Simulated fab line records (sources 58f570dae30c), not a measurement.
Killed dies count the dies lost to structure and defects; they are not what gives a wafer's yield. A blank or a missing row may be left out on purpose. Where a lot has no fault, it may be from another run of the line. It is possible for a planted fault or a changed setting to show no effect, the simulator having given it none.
Problem report in the 8D (eight disciplines) form, filled by code ; flow berkeley-cmos170 ; the parts of the form that need people (team, actions taken, sign-off) are left out

== 1. THE PROBLEM ==
tilt-deg at UCB170_NVT_IMPLANT_07 reads a mean of 6.512 degrees on 6 wafers of 2 lots; wafers without a fault read 7.004 degrees with a standard deviation of 0.019. Relative to the usual mean, that is a shift of -26 standard deviations.
The first sign was on wafer L529.1 at day 7 03:14, on implanter-04. The record holds 39 wafers of 13 lots with a number at this step. Rule for "out" (also "out of limits"): further than 4 standard deviations from the usual mean. All remaining wafers that have a number are taken as sound.

== 2. WHAT IT IS AND WHAT IT IS NOT ==
question;is;is not
which readings at this step;tilt-deg;beam-on-s, faraday-current-uA
which lots;L529, L532;L522, L526, L527, L535, L536, L537, L538, L540, L543, L544, L545
which wafers of those lots;all that have a number;-
read on which tools;implanter-04;implanter-01, implanter-02
when;from day 7 03:14;"up to then (9 sound wafers); but 24 sound wafers of L535, L536, L537, L538, L540, L543, L544, L545 came after"

== 3. THE SUSPECTS, EACH WITH WHAT RULES IT OUT ==
Counting: a tool at a process step up to the reading stays a suspect if it ran every lot that is out and no sound lot after the first of them.
- implanter-04 at UCB170_NVT_IMPLANT_07: ruled out as a lasting fault. Sound lots L544 ran on it after its first lot that is out, L529 (day 7 03:14).
Left after counting: nothing in the record.

== 4. THE CAUSE (what the simulator had put in) ==
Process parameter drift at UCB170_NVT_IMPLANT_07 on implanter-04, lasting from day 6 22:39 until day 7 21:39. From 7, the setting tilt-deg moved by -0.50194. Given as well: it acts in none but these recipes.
Counting ruled it out, wrongly.

== 5. THE EFFECT CHAIN, in route order ==
Each row: a reading whose mean over the struck wafers that have a number lies more than 3 standard deviations from the usual. Only readings for which the record gives a usual standard deviation are gone through. hours: the time from each lot's start at the first step in this table that gives one to its start at this step, as a median over the lots. sigmas: the change in usual standard deviations.
hours;step;reading;usual;on struck wafers;change;sigmas
0;UCB170_NVT_IMPLANT_07;tilt-deg;7.004 degrees;6.512;-0.492;-26
The process steps in it:
- UCB170_NVT_IMPLANT_07
Later steps that measure or inspect, where all struck wafers having a row at the step show a number for every such reading and not one has moved that far: UCB170_GATE_CD_MEAS_12.

== 6. HOW IT WOULD HAVE BEEN CAUGHT EARLIER ==
5 hours passed between the start of the fault at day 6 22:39 and the first reading out of limits in this record, taken at day 7 03:14.
